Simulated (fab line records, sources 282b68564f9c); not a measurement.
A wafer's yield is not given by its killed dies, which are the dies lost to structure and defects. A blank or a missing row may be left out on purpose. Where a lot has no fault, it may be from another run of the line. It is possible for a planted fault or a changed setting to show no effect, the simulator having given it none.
Code-filled problem report in 8D (eight disciplines) form || flow rit-cmos || the parts of the form that need people (team, actions taken, sign-off) are left out

## 1. PROBLEM STATEMENT
Wafers free of any fault read 116.00 ohm/sq (standard deviation 0.29) for PSD_RS at RIT_SDANNEAL_RS_MEAS_04, against a mean of 96.41 ohm/sq on 9 wafers of 3 lots. Relative to the usual mean, that is a shift of -68 standard deviations.
The step: measures by four-point-probe.
The first sign was on wafer L879.1 at day 4 18:16, on film-metro-03. The record holds 45 wafers of 15 lots with a number at this step. Rule for "out", or "out of limits": more than 4 standard deviations from the usual mean. All remaining wafers that have a number are taken as sound.

## 2. WHAT IT IS AND WHAT IT IS NOT
{"question": "which readings at this step", "is": "PSD_RS", "is not": "-"}
{"question": "which lots", "is": "L879, L881, L883", "is not": "L872, L873, L874, L875, L878, L882, L884, L890, L892, L893, L894, L895"}
{"question": "which wafers of those lots", "is": "all that have a number", "is not": "-"}
{"question": "read on which gauges", "is": "film-metro-02, film-metro-03, film-metro-04", "is not": "-"}
{"question": "when", "is": "from day 4 18:16", "is not": "up to then (15 sound wafers); but 21 sound wafers of L882, L884, L890, L892, L893, L894, L895 came after"}

## 3. WHAT RULES OUT EACH SUSPECT
Counting: a tool stays on the suspect list if, at a process step up to the reading, it processed all lots that are out and no sound lot following the first of them.
- the gauge at RIT_SDANNEAL_RS_MEAS_04 is ruled out. The wafers that are out were read on 3 gauges (film-metro-02, film-metro-03, film-metro-04).
- rtp-anneal-02 at RIT_SDANNEAL_RTA_03 (time 5 s): ruled out as a lasting fault. Following L879 (day 4 18:13), the first lot on it that is out, the sound lots L892, L895 were run on it.
Left after counting: nothing in the record.

## 4. THE CAUSE (what the simulator had put in)
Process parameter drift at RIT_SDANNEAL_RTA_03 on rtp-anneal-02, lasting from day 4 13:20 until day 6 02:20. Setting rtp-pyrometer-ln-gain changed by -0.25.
Counting ruled it out, wrongly: the rule takes a fault to strike every lot that its tool runs from its start on, and this one did not.

## 5. SEQUENCE OF EFFECTS, ordered by route
Rows list readings where the struck wafers' mean (over those with a number) sits beyond 3 standard deviations from the usual. Scope: only readings with a usual standard deviation given in the record; hours: median across lots of the time from each lot's start at the first step in this table that gives one to its start at this step; sigmas: change in usual standard deviations.
{"hours": 0, "step": "RIT_SDANNEAL_RS_MEAS_04", "reading": "PSD_RS", "usual": "116.00 ohm/sq", "on struck wafers": 96.41, "change": -19.59, "sigmas": -68}
{"hours": 0, "step": "RIT_SDANNEAL_RS_MEAS_05", "reading": "NSD_RS", "usual": "84.52 ohm/sq", "on struck wafers": 83.40, "change": -1.12, "sigmas": -3.9}
{"hours": 0, "step": "RIT_SDANNEAL_RS_MEAS_06", "reading": "PLDD_RS", "usual": "178.8 ohm/sq", "on struck wafers": 161.7, "change": -17.1, "sigmas": -36}
Later measuring or inspecting steps at which every struck wafer that the step has a row for has a number for every such reading, and none has moved that far: RIT_SDANNEAL_RS_MEAS_07.

## 6. HOW IT WOULD HAVE BEEN CAUGHT EARLIER
In this record the first reading out of limits at a measuring or inspecting step was taken at day 4 18:16, 5 hours after the fault began at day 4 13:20.
Of the tool readings at RIT_SDANNEAL_RTA_03 for which the record gives a usual standard deviation, none was out on any struck wafer, so an alarm limit of 4 standard deviations on them would not have fired.
